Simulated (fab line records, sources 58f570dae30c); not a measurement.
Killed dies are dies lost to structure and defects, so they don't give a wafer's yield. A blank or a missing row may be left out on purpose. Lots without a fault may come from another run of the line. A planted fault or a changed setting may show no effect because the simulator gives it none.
Problem report in the 8D (eight disciplines) form, filled by code | flow berkeley_cmos170 | the parts of the form that need people (team, actions taken, sign-off) are left out

1. THE PROBLEM
oes_product_au at UCB170_M3_ETCH_17 reads a mean of 1.453 a.u. on 6 wafers of 2 lots; wafers without a fault read 1.014 a.u. with a standard deviation of 0.02. That is +22 standard deviations from the usual mean.
The step: etches BARC in N2/H2.
First seen on wafer L620.1, day 10 01:44, on rie_diel-01. The record holds 42 wafers of 14 lots with a number at this step. Rule for "out", or "out of limits": more than 4 standard deviations from the usual mean. The other wafers with a number count as sound.

2. WHAT IT IS AND WHAT IT IS NOT
question                    | is                     | is not
which readings at this step | oes_product_au         | drypump_motor_current_A, rf_fwd_power_W, throttle_valve_pct
which lots                  | L620, L629             | L618, L619, L621, L624, L628, L630, L631, L633, L634, L637, L638, L640
which wafers of those lots  | all that have a number | -
read on which tools         | rie_diel-01            | rie_diel-03, rie_diel-04
when                        | from day 10 01:44      | up to then (9 sound wafers); but 27 sound wafers of L624, L628, L630, L631, L633, L634, L637, L638, L640 came after

3. SUSPECTS, AND WHAT RULES EACH OUT
Counting: a tool at a process step up to the reading stays a suspect if it ran every lot that is out and no sound lot after the first of them.
- rie_diel-01 at UCB170_M3_ETCH_17 (etches BARC in N2/H2): kept. It ran every lot that is out, first L620 (day 10 01:44), and no sound lot after that; its last sound lot up to then is L621 (day 10 00:07). Its own readings are out on those wafers: oes_product_au.
Left after counting: rie_diel-01 at UCB170_M3_ETCH_17.

4. THE CAUSE (what the simulator had put in)
Process parameter drift: rie_diel-01, from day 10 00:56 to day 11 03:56, at UCB170_M3_ETCH_17. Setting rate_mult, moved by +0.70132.
Counting left only this tool.

5. THE CHAIN OF EFFECTS, in route order
Each row: a reading whose mean over the struck wafers that have a number lies more than 3 standard deviations from the usual. Only readings for which the record gives a usual standard deviation are gone through. hours: the time from each lot's start at the first step in this table that gives one to its start at this step, as a median over the lots. sigmas: the change in usual standard deviations.
hours | step              | reading        | usual      | on struck wafers | change | sigmas
0     | UCB170_M3_ETCH_17 | oes_product_au | 1.014 a.u. | 1.453            | +0.439 | +22
The process steps in it:
- UCB170_M3_ETCH_17: etches BARC in N2/H2.

6. WHAT WOULD HAVE CAUGHT IT SOONER
In this record the first reading out of limits was taken at day 10 01:44, 1 hour after the fault began at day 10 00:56.
